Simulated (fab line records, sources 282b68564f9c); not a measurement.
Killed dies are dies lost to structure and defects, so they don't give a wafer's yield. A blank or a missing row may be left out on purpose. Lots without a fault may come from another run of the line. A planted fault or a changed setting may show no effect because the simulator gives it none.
A sampling plan put to the test | flow rit_cmos | one fab line, 42 faults that these records tell of, each judged on the records of the lots that it struck; 1 more is left out, because the records don't allow judging it
The plan is the line's own looks: the steps of the route at which a gauge or an inspection reads the wafer and doesn't change it. A look can be judged if struck wafers have a number there and the file gives its usual mean and standard deviation on fault-free wafers. Caught: at a look after the fault's first step, the mean of the struck wafers lies 4 or more of those standard deviations (sigma) from the usual mean. On the tool: the same test on the tool's own readings at the fault's steps. Another recipe on the struck wafers, or a record that is blank for them alone, also counts as caught.

THE FAULTS, as the simulator had put them in
1. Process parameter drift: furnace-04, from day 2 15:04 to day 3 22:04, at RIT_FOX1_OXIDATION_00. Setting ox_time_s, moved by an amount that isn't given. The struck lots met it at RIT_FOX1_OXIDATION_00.
2. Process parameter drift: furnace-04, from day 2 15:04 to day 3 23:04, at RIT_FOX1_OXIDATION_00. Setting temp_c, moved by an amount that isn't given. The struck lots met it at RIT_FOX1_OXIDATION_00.
3. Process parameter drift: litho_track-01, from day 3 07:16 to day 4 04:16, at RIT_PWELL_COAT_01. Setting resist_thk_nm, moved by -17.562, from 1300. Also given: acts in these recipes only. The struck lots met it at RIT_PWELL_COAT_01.
4. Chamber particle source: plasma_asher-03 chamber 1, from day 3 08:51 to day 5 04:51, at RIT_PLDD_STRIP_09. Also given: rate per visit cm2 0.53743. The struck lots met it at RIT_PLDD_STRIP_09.
5. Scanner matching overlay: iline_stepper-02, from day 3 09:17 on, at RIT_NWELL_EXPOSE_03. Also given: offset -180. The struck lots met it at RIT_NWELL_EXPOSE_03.
6. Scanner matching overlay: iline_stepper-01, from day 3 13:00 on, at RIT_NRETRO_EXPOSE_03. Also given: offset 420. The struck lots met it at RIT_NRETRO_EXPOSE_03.
7. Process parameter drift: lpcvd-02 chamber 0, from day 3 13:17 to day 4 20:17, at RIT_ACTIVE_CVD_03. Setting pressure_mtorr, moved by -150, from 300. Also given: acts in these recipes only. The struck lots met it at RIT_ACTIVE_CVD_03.
8. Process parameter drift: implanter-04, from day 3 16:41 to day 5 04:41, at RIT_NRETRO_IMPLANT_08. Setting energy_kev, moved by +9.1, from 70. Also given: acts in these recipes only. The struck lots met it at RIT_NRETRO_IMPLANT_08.
9. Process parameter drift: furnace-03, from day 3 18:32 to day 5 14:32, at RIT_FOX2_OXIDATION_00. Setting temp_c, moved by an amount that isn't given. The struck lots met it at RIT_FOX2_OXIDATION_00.
10. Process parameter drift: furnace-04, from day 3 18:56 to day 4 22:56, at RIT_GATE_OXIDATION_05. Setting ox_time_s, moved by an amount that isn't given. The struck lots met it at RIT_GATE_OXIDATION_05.
11. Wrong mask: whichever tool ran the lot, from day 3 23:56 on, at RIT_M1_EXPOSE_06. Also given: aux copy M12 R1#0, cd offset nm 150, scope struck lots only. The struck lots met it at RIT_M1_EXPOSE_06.
12. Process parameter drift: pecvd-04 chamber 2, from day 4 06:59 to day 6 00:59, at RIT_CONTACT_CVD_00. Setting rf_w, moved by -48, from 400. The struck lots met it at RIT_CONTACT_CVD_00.
13. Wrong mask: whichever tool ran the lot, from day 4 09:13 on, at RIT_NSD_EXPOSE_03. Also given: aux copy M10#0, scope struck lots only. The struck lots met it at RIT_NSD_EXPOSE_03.
14. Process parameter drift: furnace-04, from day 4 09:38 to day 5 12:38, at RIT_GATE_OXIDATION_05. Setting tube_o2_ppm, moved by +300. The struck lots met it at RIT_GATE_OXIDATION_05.
15. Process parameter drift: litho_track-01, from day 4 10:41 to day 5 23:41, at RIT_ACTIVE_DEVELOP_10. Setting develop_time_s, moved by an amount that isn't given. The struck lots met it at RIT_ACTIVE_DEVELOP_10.
16. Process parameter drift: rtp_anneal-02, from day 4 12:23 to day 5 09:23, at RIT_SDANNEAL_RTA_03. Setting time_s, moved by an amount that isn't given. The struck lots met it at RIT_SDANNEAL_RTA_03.
17. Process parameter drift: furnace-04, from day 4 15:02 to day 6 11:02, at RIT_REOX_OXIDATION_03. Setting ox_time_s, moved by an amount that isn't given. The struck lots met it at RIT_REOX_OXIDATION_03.
18. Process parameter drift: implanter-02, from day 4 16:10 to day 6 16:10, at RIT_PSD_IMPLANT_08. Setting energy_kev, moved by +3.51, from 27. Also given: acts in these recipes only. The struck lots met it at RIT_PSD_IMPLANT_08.
19. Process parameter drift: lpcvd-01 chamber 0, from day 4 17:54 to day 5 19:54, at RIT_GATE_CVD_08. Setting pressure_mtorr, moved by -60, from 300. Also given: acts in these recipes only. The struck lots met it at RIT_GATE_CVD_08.
20. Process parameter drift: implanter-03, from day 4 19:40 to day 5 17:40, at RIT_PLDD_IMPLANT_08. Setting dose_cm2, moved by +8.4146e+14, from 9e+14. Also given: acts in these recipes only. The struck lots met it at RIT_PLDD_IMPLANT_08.
21. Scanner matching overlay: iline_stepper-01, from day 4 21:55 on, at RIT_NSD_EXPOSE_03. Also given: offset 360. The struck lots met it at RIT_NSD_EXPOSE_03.
22. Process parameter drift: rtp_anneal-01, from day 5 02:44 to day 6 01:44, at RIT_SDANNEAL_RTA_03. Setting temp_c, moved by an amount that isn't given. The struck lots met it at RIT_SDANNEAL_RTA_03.
23. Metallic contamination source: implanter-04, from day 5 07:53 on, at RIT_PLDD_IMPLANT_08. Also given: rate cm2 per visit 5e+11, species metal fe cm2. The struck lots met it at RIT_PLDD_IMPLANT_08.
24. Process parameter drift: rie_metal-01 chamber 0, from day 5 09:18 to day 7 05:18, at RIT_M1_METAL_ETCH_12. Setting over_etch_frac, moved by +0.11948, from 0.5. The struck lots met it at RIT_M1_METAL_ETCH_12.
25. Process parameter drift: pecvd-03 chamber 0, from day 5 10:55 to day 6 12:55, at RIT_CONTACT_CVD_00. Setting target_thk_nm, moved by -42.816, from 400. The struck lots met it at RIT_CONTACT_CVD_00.
26. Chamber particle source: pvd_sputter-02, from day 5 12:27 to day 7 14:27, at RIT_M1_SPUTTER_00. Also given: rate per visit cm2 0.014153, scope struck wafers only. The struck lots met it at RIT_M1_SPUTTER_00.
27. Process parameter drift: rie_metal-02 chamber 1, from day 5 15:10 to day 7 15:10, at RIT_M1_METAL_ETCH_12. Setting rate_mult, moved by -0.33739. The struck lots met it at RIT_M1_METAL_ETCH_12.
28. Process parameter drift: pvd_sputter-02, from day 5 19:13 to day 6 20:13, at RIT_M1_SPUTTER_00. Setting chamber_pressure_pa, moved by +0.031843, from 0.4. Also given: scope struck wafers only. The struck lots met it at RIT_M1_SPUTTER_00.
29. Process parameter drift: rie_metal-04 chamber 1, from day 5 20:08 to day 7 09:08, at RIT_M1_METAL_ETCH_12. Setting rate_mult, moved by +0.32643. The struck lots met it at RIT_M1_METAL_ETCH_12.
30. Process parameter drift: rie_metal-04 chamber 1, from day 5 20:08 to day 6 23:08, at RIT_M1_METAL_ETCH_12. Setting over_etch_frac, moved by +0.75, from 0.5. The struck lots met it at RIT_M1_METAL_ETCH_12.
31. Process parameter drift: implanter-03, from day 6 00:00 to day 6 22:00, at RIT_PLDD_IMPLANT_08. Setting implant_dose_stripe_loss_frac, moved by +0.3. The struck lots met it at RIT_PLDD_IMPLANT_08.
32. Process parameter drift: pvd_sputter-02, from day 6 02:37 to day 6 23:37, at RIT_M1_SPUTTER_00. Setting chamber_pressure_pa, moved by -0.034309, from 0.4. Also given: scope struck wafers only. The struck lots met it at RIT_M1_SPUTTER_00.
33. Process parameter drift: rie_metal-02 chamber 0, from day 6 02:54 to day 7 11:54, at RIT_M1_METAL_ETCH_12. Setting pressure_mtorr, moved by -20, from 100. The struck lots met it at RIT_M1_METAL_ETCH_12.
34. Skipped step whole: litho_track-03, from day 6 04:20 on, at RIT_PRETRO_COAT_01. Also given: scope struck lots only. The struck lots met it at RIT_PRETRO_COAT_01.
35. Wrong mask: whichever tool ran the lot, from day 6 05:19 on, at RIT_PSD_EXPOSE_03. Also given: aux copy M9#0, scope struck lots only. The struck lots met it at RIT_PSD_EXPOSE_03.
36. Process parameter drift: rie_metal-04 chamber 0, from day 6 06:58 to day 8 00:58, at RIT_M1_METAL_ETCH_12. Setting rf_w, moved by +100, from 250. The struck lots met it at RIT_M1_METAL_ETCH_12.
37. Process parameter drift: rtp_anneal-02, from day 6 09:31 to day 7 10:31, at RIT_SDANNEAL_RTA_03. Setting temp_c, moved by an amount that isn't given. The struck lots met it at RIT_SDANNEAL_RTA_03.
38. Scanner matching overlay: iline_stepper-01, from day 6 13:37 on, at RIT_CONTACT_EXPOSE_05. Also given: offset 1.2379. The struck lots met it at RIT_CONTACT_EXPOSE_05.
39. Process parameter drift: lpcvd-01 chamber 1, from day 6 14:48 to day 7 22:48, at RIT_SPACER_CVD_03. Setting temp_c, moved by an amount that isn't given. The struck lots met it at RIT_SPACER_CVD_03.
40. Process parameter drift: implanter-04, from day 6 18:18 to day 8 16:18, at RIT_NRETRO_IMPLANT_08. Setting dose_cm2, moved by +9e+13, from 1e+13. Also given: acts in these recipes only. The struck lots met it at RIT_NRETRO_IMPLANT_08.
41. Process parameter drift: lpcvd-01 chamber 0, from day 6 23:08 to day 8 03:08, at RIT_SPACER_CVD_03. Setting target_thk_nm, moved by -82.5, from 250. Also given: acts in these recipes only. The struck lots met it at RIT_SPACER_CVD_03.
42. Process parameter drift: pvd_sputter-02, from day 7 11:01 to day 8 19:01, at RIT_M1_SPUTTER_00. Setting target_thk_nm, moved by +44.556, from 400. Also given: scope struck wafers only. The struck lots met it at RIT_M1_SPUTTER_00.

WHAT THE PLAN SAW
fault | on the tool itself                               | first look that catches it                      | reading, sigma                                               | median hours from its first step to that look | hours from the fault's start to the first struck lot there | judged looks passed uncaught
1     | under 2 sigma                                    | RIT_FOX1_THK_MEAS_01                            | FOX1_OXIDE_THK +5.4                                          | 1.3                                           | 4                                                          | 0
2     | tube_center_temp_C -99 or beyond sigma           | RIT_FOX1_THK_MEAS_01                            | FOX1_OXIDE_THK -10                                           | 1.3                                           | 4                                                          | 0
3     | under 2 sigma                                    | not the one look that can be judged after it    | -                                                            | -                                             | -                                                          | 1
4     | under 2 sigma                                    | no look after it can be judged                  | -                                                            | -                                             | -                                                          | 0
5     | under 2 sigma                                    | RIT_NWELL_OVL_MEAS_06                           | NWELL_OVL -99 or beyond                                      | 0.4                                           | 8                                                          | 0
6     | no reading that can be judged                    | RIT_NRETRO_OVL_MEAS_06                          | NRETRO_OVL +99 or beyond                                     | 0.4                                           | 16                                                         | 0
7     | pressure_mtorr -99 or beyond sigma               | RIT_ACTIVE_THK_MEAS_04                          | ACTIVE_NITRIDE_THK -19                                       | 1.4                                           | 4                                                          | 0
8     | beam_energy_keV +99 or beyond sigma              | none of the 4 looks that can be judged after it | strongest: NRETRO_TW at RIT_NRETRO_TW_MEAS_10, +2.5          | -                                             | -                                                          | 4
9     | tube_center_temp_C +99 or beyond sigma           | RIT_FOX2_THK_MEAS_90                            | FIELD_OXIDE_LEFT_1_THK +4.1                                  | 2.3                                           | 7                                                          | 1
10    | no reading that can be judged                    | RIT_GATE_THK_MEAS_07                            | GATE_OXIDE_THK -5.2                                          | 2.1                                           | 8                                                          | 0
11    | no reading that can be judged                    | RIT_M1_CD_MEAS_09                               | cd_nm +54                                                    | 0.4                                           | 1                                                          | 0
12    | rf_fwd_power_W -33 sigma                         | not the one look that can be judged after it    | strongest: CONTACT_TEOS_THK at RIT_CONTACT_THK_MEAS_01, -2.4 | -                                             | -                                                          | 1
13    | no reading that can be judged                    | RIT_NSD_TW_MEAS_10                              | NSD_TW -99 or beyond                                         | 0.9                                           | 4                                                          | 0
14    | under 2 sigma                                    | RIT_GATE_THK_MEAS_07                            | GATE_OXIDE_THK +6.5                                          | 2.1                                           | 11                                                         | 0
15    | under 2 sigma                                    | RIT_ACTIVE_CD_MEAS_11                           | cd_nm +99 or beyond                                          | 1.0                                           | 3                                                          | 0
16    | under 2 sigma                                    | RIT_SDANNEAL_RS_MEAS_04                         | PSD_RS -10                                                   | 0.1                                           | 3                                                          | 0
17    | under 2 sigma                                    | RIT_REOX_THK_MEAS_04                            | REOX_OXIDE_THK +6.2                                          | 2.6                                           | 11                                                         | 0
18    | beam_energy_keV +99 or beyond sigma              | RIT_SDANNEAL_RS_MEAS_04                         | PSD_RS -26                                                   | 0.8                                           | 3                                                          | 1
19    | pressure_mtorr -99 or beyond sigma               | RIT_GATE_THK_MEAS_09                            | GATE_POLY_THK -11                                            | 1.6                                           | 17                                                         | 0
20    | dose_ions_cm2 +99 or beyond sigma                | RIT_PLDD_TW_MEAS_10                             | PLDD_TW +18                                                  | 0.3                                           | 11                                                         | 0
21    | no reading that can be judged                    | RIT_NSD_OVL_MEAS_06                             | NSD_OVL +99 or beyond                                        | 0.4                                           | 10                                                         | 0
22    | wafer_temp_C_max -15 sigma                       | RIT_SDANNEAL_RS_MEAS_04                         | PSD_RS +50                                                   | 0.1                                           | 8                                                          | 0
23    | under 2 sigma                                    | none of the 5 looks that can be judged after it | -                                                            | -                                             | -                                                          | 5
24    | under 2 sigma                                    | no look after it can be judged                  | -                                                            | -                                             | -                                                          | 0
25    | under 2 sigma                                    | RIT_CONTACT_THK_MEAS_01                         | CONTACT_TEOS_THK -9.1                                        | 0.1                                           | 18                                                         | 0
26    | under 2 sigma                                    | none of the 6 looks that can be judged after it | -                                                            | -                                             | -                                                          | 6
27    | under 2 sigma                                    | no look after it can be judged                  | -                                                            | -                                             | -                                                          | 0
28    | chamber_pressure_pa +39 sigma                    | not the one look that can be judged after it    | strongest: M1_AL_RS at RIT_M1_RS_MEAS_01, +2.9               | -                                             | -                                                          | 1
29    | under 2 sigma                                    | not the one look that can be judged after it    | strongest: cd_nm at RIT_M1_CD_MEAS_90, -3.1                  | -                                             | -                                                          | 1
30    | oes_product_au -13 sigma                         | RIT_M1_CD_MEAS_90                               | cd_nm -4.5                                                   | 0.6                                           | 4                                                          | 0
31    | no reading that can be judged                    | RIT_SDANNEAL_RS_MEAS_06                         | PLDD_RS +6.6                                                 | 6.6                                           | 22                                                         | 0
32    | chamber_pressure_pa -42 sigma                    | none of the 4 looks that can be judged after it | strongest: M1_AL_RS at RIT_M1_RS_MEAS_01, -3.2               | -                                             | -                                                          | 4
33    | chamber_pressure_mTorr -99 or beyond sigma       | no look after it can be judged                  | -                                                            | -                                             | -                                                          | 0
34    | the tool's record is blank for the struck wafers | no look after it can be judged                  | -                                                            | -                                             | -                                                          | 0
35    | under 2 sigma                                    | RIT_PSD_TW_MEAS_10                              | PSD_TW -99 or beyond                                         | 0.9                                           | 3                                                          | 0
36    | rf_fwd_power_W +99 or beyond sigma               | RIT_M1_CD_MEAS_90                               | cd_nm -6.1                                                   | 0.5                                           | 8                                                          | 0
37    | wafer_temp_C_max -6.7 sigma                      | RIT_SDANNEAL_RS_MEAS_04                         | PSD_RS +19                                                   | 0.1                                           | 5                                                          | 0
38    | under 2 sigma                                    | no look after it can be judged                  | -                                                            | -                                             | -                                                          | 0
39    | susceptor_temp_C +99 or beyond sigma             | RIT_SPACER_THK_MEAS_04                          | SPACER_NITRIDE_THK +68                                       | 1.9                                           | 13                                                         | 0
40    | dose_ions_cm2 +99 or beyond sigma                | RIT_NRETRO_TW_MEAS_10                           | NRETRO_TW +99 or beyond                                      | 0.3                                           | 6                                                          | 0
41    | under 2 sigma                                    | RIT_SPACER_THK_MEAS_04                          | SPACER_NITRIDE_THK -33                                       | 1.9                                           | 23                                                         | 0
42    | under 2 sigma                                    | RIT_M1_RS_MEAS_01                               | M1_AL_RS -11                                                 | 0.3                                           | 6                                                          | 0
A dash: the fault isn't caught, or these records don't give the number.

Caught at a look: 28 of 42. Caught on the tool: 18 of 42. By one or the other: 34 of 42.
Caught on the tool alone: faults 8, 12, 28, 32, 33, 34.
Caught at a look alone: faults 1, 5, 6, 10, 11, 13, 14, 15, 16, 17, 21, 25, 31, 35, 41, 42.
Caught by neither: faults 3, 4, 23, 24, 26, 27, 29, 38.

THINNER SAMPLING
If the look that catches a fault measured only every second or every third lot, by lot number, the first struck lot would be measured this late in the worst case:
fault | struck lots at that look, in order of time | every lot | every second lot | every third lot
1     | L988, L989, L991                           | 4 h       | 8 h              | may miss all 3
2     | L899, L900, L902                           | 4 h       | 8 h              | may miss all 3
5     | L328, L330, L331, L332                     | 8 h       | 24 h             | 25 h
6     | L986, L989                                 | 16 h      | 29 h             | may miss all 2
7     | L180                                       | 4 h       | may miss it      | may miss it
9     | L286, L285, L289                           | 7 h       | 7 h              | may miss all 3
10    | L100, L102                                 | 8 h       | may miss all 2   | may miss all 2
11    | L324                                       | 1 h       | may miss it      | may miss it
13    | L375                                       | 4 h       | may miss it      | may miss it
14    | L398, L403                                 | 11 h      | 27 h             | may miss all 2
15    | L899, L903                                 | 3 h       | may miss all 2   | may miss all 2
16    | L763, L765                                 | 3 h       | may miss all 2   | may miss all 2
17    | L628, L629, L631                           | 11 h      | 15 h             | may miss all 3
18    | L329, L337                                 | 3 h       | may miss all 2   | may miss all 2
19    | L286                                       | 17 h      | may miss it      | may miss it
20    | L416, L418                                 | 11 h      | may miss all 2   | may miss all 2
21    | L697, L699, L700, L701                     | 10 h      | 24 h             | 28 h
22    | L819, L820, L822                           | 8 h       | 12 h             | may miss all 3
25    | L122                                       | 18 h      | may miss it      | may miss it
30    | L217, L220                                 | 4 h       | 19 h             | may miss all 2
31    | L958, L959                                 | 22 h      | 28 h             | may miss all 2
35    | L874                                       | 3 h       | may miss it      | may miss it
36    | L649, L651                                 | 8 h       | may miss all 2   | may miss all 2
37    | L297, L299                                 | 5 h       | may miss all 2   | may miss all 2
39    | L307                                       | 13 h      | may miss it      | may miss it
40    | L233, L234                                 | 6 h       | 12 h             | may miss all 2
41    | L700                                       | 23 h      | may miss it      | may miss it
42    | L733                                       | 6 h       | may miss it      | may miss it
Hours are from the fault's start to the first struck lot that is measured. The limit of 4 sigma was tested on all struck wafers together, so one lot alone may lie under it. Other struck lots may not be in these records.

THE LONGEST TIMED WAY FROM STEP TO LOOK
Fault 31: a median of 6.6 hours passes between RIT_PLDD_IMPLANT_08 and RIT_SDANNEAL_RS_MEAS_06. No look between them can be judged.
